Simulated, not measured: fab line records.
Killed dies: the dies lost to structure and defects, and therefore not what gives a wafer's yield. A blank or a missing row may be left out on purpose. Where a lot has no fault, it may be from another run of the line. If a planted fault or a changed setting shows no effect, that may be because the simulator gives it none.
Which tool was responsible? | flow ritCmos | 7 lots, 21 wafers sampled, at 2 steps of a route of 202

## WHAT THE GAUGES READ, wafer by wafer
RIT_NWELL_TW_MEAS_10.
lot  | measured    | on           | NWELL_TW
L774 | day 2 04:07 | filmMetro-03 | 2177 2174 2182
L778 | day 3 01:37 | filmMetro-04 | 2172 2169 2175
L783 | day 3 22:58 | filmMetro-03 | 2257 2267 2257
L790 | day 5 11:12 | filmMetro-04 | 2198 2193 2201
L792 | day 5 21:31 | filmMetro-01 | 2134 2120 2123
L794 | day 6 08:31 | filmMetro-01 | 2165 2140 2145
L796 | day 6 19:16 | filmMetro-01 | 2163 2158 2149

## WHICH TOOL RAN EACH LOT (tool, then ch and the chambers of the sampled wafers, then the start)
lot  | RIT_NWELL_IMPLANT_08
L774 | implanter-02 ch 0, day 2 03:47
L778 | implanter-01 ch 0, day 3 01:18
L783 | implanter-03 ch 0, day 3 22:38
L790 | implanter-01 ch 0, day 5 10:53
L792 | implanter-02 ch 0, day 5 21:14
L794 | implanter-01 ch 0, day 6 08:11
L796 | implanter-01 ch 0, day 6 18:57
- RIT_NWELL_IMPLANT_08

## THE ANSWER, worked out from the rows above alone
Rule: usual is defined by the lots themselves. The widest of any qualifying gaps counts: lots, ordered by their means at a reading, are off when they make up no more than a third of the lots, leave a main group of 4 or more, and stand apart from it by 3 or more times the standard deviation of that group's means. If all means in a main group match to the digits the tables above print for the reading, that group is not used. A lot without any number at a reading at which 4 lots or more have one is off too. The other lots that the step has rows for count as sound.
Across all readings shown, no lot is off: no conclusion can be drawn from this.

## WHAT THE SIMULATOR HAD INSERTED
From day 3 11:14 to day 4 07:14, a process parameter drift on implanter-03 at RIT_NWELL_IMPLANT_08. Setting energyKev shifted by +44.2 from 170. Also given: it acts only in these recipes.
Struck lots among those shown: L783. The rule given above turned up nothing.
